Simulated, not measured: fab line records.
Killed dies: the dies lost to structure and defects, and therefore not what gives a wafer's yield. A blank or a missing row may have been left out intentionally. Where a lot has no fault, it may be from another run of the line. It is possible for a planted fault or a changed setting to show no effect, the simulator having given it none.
Which tool was responsible? | flow berkeley_cmos170 | 14 lots, 42 wafers sampled, at 5 steps of a route of 331

== WHAT EACH GAUGE READ, for each wafer ==
UCB170_M2_CD_MEAS_90 targets a cd of 700 nm.
lot  | measured     | on        | cd_nm (nm)
L641 | day 8 21:49  | cd_sem-02 | 700 706 700
L645 | day 10 13:21 | cd_sem-01 | 706 707 709
L648 | day 11 05:34 | cd_sem-01 | 706 705 709
L647 | day 11 05:45 | cd_sem-01 | 707 708 706
L653 | day 13 00:52 | cd_sem-02 | 704 711 701
L654 | day 13 02:22 | cd_sem-01 | - - -
L656 | day 13 07:05 | cd_sem-02 | - - -
L657 | day 13 08:55 | cd_sem-01 | 704 707 706
L660 | day 14 10:49 | cd_sem-01 | 701 692 691
L659 | day 14 11:51 | cd_sem-02 | 701 703 699
L661 | day 14 23:34 | cd_sem-02 | 700 703 702
L662 | day 14 23:38 | cd_sem-01 | 708 696 710
L664 | day 15 01:37 | cd_sem-01 | 701 704 704
L663 | day 15 05:19 | cd_sem-02 | 699 700 699

== EACH LOT AND THE TOOL THAT RAN IT (in order: tool; ch and the chambers of the sampled wafers; start) ==
lot  | UCB170_M1_METAL_ETCH_12           | UCB170_V1_CMP_02              | UCB170_M2_ETCH_17                  | UCB170_M2_METAL_ETCH_18
L641 | rie_metal-02 ch 0,1, day 8 15:25  | cmp-02 ch 1,2,3, day 8 17:19  | rie_diel-02 ch 1,2,3, day 8 21:29  | rie_metal-04 ch 0,1, day 8 21:32
L645 | rie_metal-02 ch 0,1, day 10 02:26 | cmp-01 ch 0,3, day 10 04:21   | rie_diel-02 ch 0,1,2, day 10 13:01 | rie_metal-04 ch 0,1, day 10 13:04
L648 | rie_metal-02 ch 0,1, day 10 19:47 | cmp-02 ch 1,3, day 10 21:41   | rie_diel-02 ch 0,1, day 11 05:13   | rie_metal-01 ch 0, day 11 05:16
L647 | rie_metal-02 ch 0,1, day 10 20:47 | cmp-01 ch 0,3, day 10 23:01   | rie_diel-03 ch 0,1,2, day 11 05:22 | rie_metal-04 ch 0,1, day 11 05:28
L653 | rie_metal-02 ch 0,1, day 12 16:00 | cmp-02 ch 1,2,3, day 12 18:03 | rie_diel-03 ch 1,2, day 13 00:32   | rie_metal-04 ch 0,1, day 13 00:35
L654 | rie_metal-03 ch 0,1, day 12 16:57 | cmp-02 ch 0,1,3, day 12 19:25 | rie_diel-02 ch 0,1,2, day 13 02:02 | rie_metal-04 ch 0,1, day 13 02:04
L656 | rie_metal-02 ch 0,1, day 13 00:08 | cmp-02 ch 1,2,3, day 13 02:05 | rie_diel-02 ch 1,2,3, day 13 06:46 | rie_metal-01 ch 0,1, day 13 06:48
L657 | rie_metal-01 ch 0,1, day 13 01:06 | cmp-02 ch 0,1,3, day 13 03:33 | rie_diel-02 ch 1,2,3, day 13 08:35 | rie_metal-01 ch 0,1, day 13 08:37
L660 | rie_metal-03 ch 0,1, day 13 23:28 | cmp-01 ch 1,2,3, day 14 01:25 | rie_diel-03 ch 0,1,3, day 14 10:29 | rie_metal-02 ch 0,1, day 14 10:31
L659 | rie_metal-01 ch 0,1, day 14 00:07 | cmp-02 ch 1,2,3, day 14 02:51 | rie_diel-04 ch 0,2,3, day 14 11:29 | rie_metal-01 ch 0,1, day 14 11:35
L661 | rie_metal-03 ch 0, day 14 13:59   | cmp-01 ch 1,2,3, day 14 16:01 | rie_diel-02 ch 0,2,3, day 14 23:03 | rie_metal-02 ch 1, day 14 23:05
L662 | rie_metal-02 ch 1, day 14 15:23   | cmp-02 ch 0,1,2, day 14 17:26 | rie_diel-04 ch 0,2, day 14 23:17   | rie_metal-04 ch 0,1, day 14 23:20
L664 | rie_metal-01 ch 0,1, day 14 15:37 | cmp-01 ch 1,2,3, day 14 18:43 | rie_diel-03 ch 0,3, day 15 01:17   | rie_metal-01 ch 0,1, day 15 01:19
L663 | rie_metal-03 ch 0, day 14 17:56   | cmp-02 ch 0,2,3, day 14 20:11 | rie_diel-04 ch 0,2, day 15 04:45   | rie_metal-02 ch 1, day 15 04:55
- UCB170_M1_METAL_ETCH_12: etches Al in Cl2/BCl3, stops on PSG, target depth 780 nm, time 130 s.
- UCB170_V1_CMP_02: polishes SiO2.
- UCB170_M2_ETCH_17: etches BARC in N2/H2.
- UCB170_M2_METAL_ETCH_18: etches Al in Cl2/BCl3, stops on SiO2, target depth 1170 nm, time 195 s.

== WHAT THE TOOLS THEMSELVES READ (means of the sampled wafers that have a number; where no wafer has one, the mark that the record gives instead) ==
UCB170_M1_METAL_ETCH_12.
lot  | tool         | bcl3_flow_sccm (sccm) | bias_w (W) | drypump_motor_current_A (A) | oes_product_au (a.u.) | throttle_valve_pct (%)
L641 | rie_metal-02 | 44.93                 | 119.7      | 5.6                         | 0.857                 | 24.55
L645 | rie_metal-02 | 44.84                 | 120.4      | 5.1                         | 0.849                 | 24.63
L648 | rie_metal-02 | 45.06                 | 119.8      | 5.1                         | 0.842                 | 24.63
L647 | rie_metal-02 | 44.86                 | 120.1      | 5.6                         | 0.841                 | 24.56
L653 | rie_metal-02 | 45.08                 | 120.1      | 5.6                         | 0.852                 | 24.56
L654 | rie_metal-03 | 44.92                 | 120.3      | 6.0                         | 0.848                 | 24.43
L656 | rie_metal-02 | 44.90                 | 119.5      | 5.1                         | 0.841                 | 24.65
L657 | rie_metal-01 | 44.91                 | 119.9      | 5.5                         | 0.865                 | 24.34
L660 | rie_metal-03 | 45.08                 | 119.9      | 6.1                         | 0.853                 | 24.60
L659 | rie_metal-01 | 45.01                 | 119.7      | 5.5                         | 0.878                 | 24.34
L661 | rie_metal-03 | 45.03                 | 119.9      | 6.0                         | 0.844                 | 24.27
L662 | rie_metal-02 | 45.17                 | 120.2      | 6.0                         | 0.864                 | 24.47
L664 | rie_metal-01 | 45.04                 | 120.2      | 5.5                         | 0.858                 | 24.34
L663 | rie_metal-03 | 44.91                 | 120.4      | 6.0                         | 0.844                 | 24.27

UCB170_V1_CMP_02.
lot  | tool   | motor_current_A (A)
L641 | cmp-02 | 14.6
L645 | cmp-01 | 15.8
L648 | cmp-02 | 14.5
L647 | cmp-01 | 16.1
L653 | cmp-02 | 14.7
L654 | cmp-02 | 14.8
L656 | cmp-02 | 15.1
L657 | cmp-02 | 14.9
L660 | cmp-01 | 16.6
L659 | cmp-02 | 15.1
L661 | cmp-01 | 16.8
L662 | cmp-02 | 15.0
L664 | cmp-01 | 16.4
L663 | cmp-02 | 15.4

UCB170_M2_ETCH_17.
lot  | tool        | bias_w (W) | chamber_pressure_mTorr (mTorr) | drypump_motor_current_A (A) | oes_product_au (a.u.) | throttle_valve_pct (%)
L641 | rie_diel-02 | 99.9       | 30.000                         | 5.2                         | 1.001                 | 13.41
L645 | rie_diel-02 | 99.9       | 30.008                         | 5.2                         | 1.019                 | 13.32
L648 | rie_diel-02 | 100.2      | 30.004                         | 5.3                         | 1.039                 | 13.18
L647 | rie_diel-03 | 100.2      | 30.004                         | 5.8                         | 1.029                 | 13.34
L653 | rie_diel-03 | 99.9       | 30.010                         | 5.7                         | 1.012                 | 13.40
L654 | rie_diel-02 | -          | -                              | -                           | -                     | -
L656 | rie_diel-02 | -          | -                              | -                           | -                     | -
L657 | rie_diel-02 | 100.3      | 29.983                         | 5.2                         | 1.002                 | 13.40
L660 | rie_diel-03 | 100.2      | 29.973                         | 5.7                         | 1.012                 | 13.25
L659 | rie_diel-04 | 100.1      | 29.981                         | 6.1                         | 0.991                 | 13.26
L661 | rie_diel-02 | 99.7       | 30.006                         | 5.1                         | 1.008                 | 13.39
L662 | rie_diel-04 | 99.9       | 29.988                         | 5.9                         | 1.004                 | 13.29
L664 | rie_diel-03 | 99.7       | 30.014                         | 5.4                         | 1.005                 | 13.24
L663 | rie_diel-04 | 99.7       | 30.011                         | 5.9                         | 0.996                 | 13.24

UCB170_M2_METAL_ETCH_18.
lot  | tool         | bcl3_flow_sccm (sccm) | bias_w (W) | drypump_motor_current_A (A) | oes_product_au (a.u.) | throttle_valve_pct (%)
L641 | rie_metal-04 | 44.99                 | 119.8      | 5.6                         | 0.852                 | 24.26
L645 | rie_metal-04 | 45.09                 | 120.2      | 5.7                         | 0.856                 | 24.33
L648 | rie_metal-01 | 45.03                 | 120.8      | 5.5                         | 0.871                 | 24.35
L647 | rie_metal-04 | 45.06                 | 119.9      | 5.6                         | 0.844                 | 24.27
L653 | rie_metal-04 | 45.08                 | 120.3      | 5.6                         | 0.846                 | 24.27
L654 | rie_metal-04 | 45.05                 | 119.9      | 5.6                         | 0.369                 | 24.50
L656 | rie_metal-01 | 44.97                 | 120.0      | 5.5                         | 0.383                 | 24.56
L657 | rie_metal-01 | 45.14                 | 120.5      | 5.5                         | 0.883                 | 24.33
L660 | rie_metal-02 | 45.03                 | 119.8      | 5.1                         | 0.843                 | 24.63
L659 | rie_metal-01 | 45.14                 | 119.9      | 5.5                         | 0.861                 | 24.33
L661 | rie_metal-02 | 44.93                 | 119.9      | 6.0                         | 0.850                 | 24.48
L662 | rie_metal-04 | 45.10                 | 119.7      | 5.7                         | 0.848                 | 24.33
L664 | rie_metal-01 | 44.94                 | 120.0      | 5.5                         | 0.871                 | 24.34
L663 | rie_metal-02 | 45.11                 | 120.3      | 6.0                         | 0.861                 | 24.48

== THE ANSWER, worked out from the rows above alone ==
Rule: the usual values come from the lots themselves. Put in order of their means at a reading, lots are off if they are a third of the lots or fewer, leave a main group of 4 or more, and stand apart from it by a gap of 3 or more times the standard deviation of the main group's means; of several such gaps the widest counts. If all means in a main group match to the digits the tables above print for the reading, that group is not used. A lot without any number at a reading at which 4 lots or more have one is off too. All remaining lots with rows at the step are treated as sound. Order of review: gauges by route order, followed by the tools' own readings, for which a lot's mean as printed above is used. At the first step where some lot is off, the reading lying furthest off is the one used; lots without a number count as furthest.
Off at UCB170_M2_CD_MEAS_90 (cd_nm): L654, L656. Without a number there: L654, L656. The main group: mean 703 nm, standard deviation 3.6.
If a tool, at a process step before that reading, ran all the lots that are off and no sound lot after the first of them, it fits. The gauges at UCB170_M2_CD_MEAS_90 aren't tried: what is off there is off at UCB170_M2_ETCH_17 too, on other tools, and a gauge's error can't cause that. Of those tried, none fits.

== WHAT HAD BEEN PUT IN BY THE SIMULATOR ==
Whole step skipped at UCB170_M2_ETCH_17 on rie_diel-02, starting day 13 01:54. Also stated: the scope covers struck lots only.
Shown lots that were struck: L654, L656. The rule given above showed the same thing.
